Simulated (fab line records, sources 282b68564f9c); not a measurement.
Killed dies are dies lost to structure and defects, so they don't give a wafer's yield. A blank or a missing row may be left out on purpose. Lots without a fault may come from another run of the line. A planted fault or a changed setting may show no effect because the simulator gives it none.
One fault seen from 2 desks | flow rit_cmos | each desk has only its own numbers; what lay behind them comes last

THE METROLOGY DESK
What the gauges read, lot by lot, whatever tool the lot ran on: means of the sampled wafers that have a number. A lot is out of limits, marked OUT, if its mean lies more than 4 standard deviations from the usual mean; the brackets give that distance.
Columns: A = cd_nm at RIT_GATE_CD_MEAS_16, usual 149.6 nm; B = GATE_OVL at RIT_GATE_OVL_MEAS_17, usual 0.2 nm; C = cd_nm at RIT_GATE_CD_MEAS_90, usual 149.6 nm; D = REOX_OXIDE_THK at RIT_REOX_THK_MEAS_04, usual 25.2 nm; E = NLDD_OVL at RIT_NLDD_OVL_MEAS_06, usual 0.0 nm
lot  | first seen here | A     | B    | C     | D    | E
L181 | day 3 03:53     | 150.1 | -0.1 | 150.1 | 25.4 | -0.7
L189 | day 4 15:15     | 150.9 | -0.5 | 150.8 | 25.2 | -1.7
L194 | day 5 16:31     | 153.5 | -1.7 | 153.7 | 25.1 | -0.8
L195 | day 5 20:36     | 148.4 | 0.7  | 148.5 | 25.5 | 1.9
L198 | day 6 11:14     | 149.4 | -0.6 | 149.7 | 25.2 | -0.6
L200 | day 6 21:54     | 153.8 | -1.0 | 153.5 | 24.2 | 0.5
This desk's finding: nothing out of limits on any of the 6 lots.

THE TOOL OWNER'S DESK: litho_track-02
The tool's own readings at RIT_NLDD_COAT_01 (resist thk 1000 nm): means of the sampled wafers that have a number, for each lot that ran on this tool. A lot is out of limits, marked OUT, if its mean lies more than 4 standard deviations from the usual mean; the brackets give that distance.
Columns: A = spin_speed_rpm at RIT_NLDD_COAT_01, usual 3249.7 rpm
lot  | first seen here | A
L181 | day 3 07:44     | 3250.1
L194 | day 5 20:23     | 3199.0 (-20) OUT
L195 | day 6 00:33     | 3196.7 (-21) OUT
This desk's finding: out of limits on L194, L195; first on L194, day 5 20:23 (spin_speed_rpm at RIT_NLDD_COAT_01). In limits: L181.

PUT TOGETHER
The tool owner's desk could have raised an alarm at day 5 20:23, on L194, L195.
The metrology desk saw nothing out of limits.
The metrology desk has L194, L195 on record, within its limits.
Of the lots named, all ran RIT_NLDD_COAT_01 on litho_track-02.

WHAT THE SIMULATOR HAD PUT IN
Process parameter drift: litho_track-02, from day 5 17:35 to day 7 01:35, at RIT_NLDD_COAT_01. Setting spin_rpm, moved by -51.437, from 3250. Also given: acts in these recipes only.
Lots struck among those shown: L194, L195.
Hours from the fault's start to each desk's first reading out of limits: the tool owner's desk, 3.
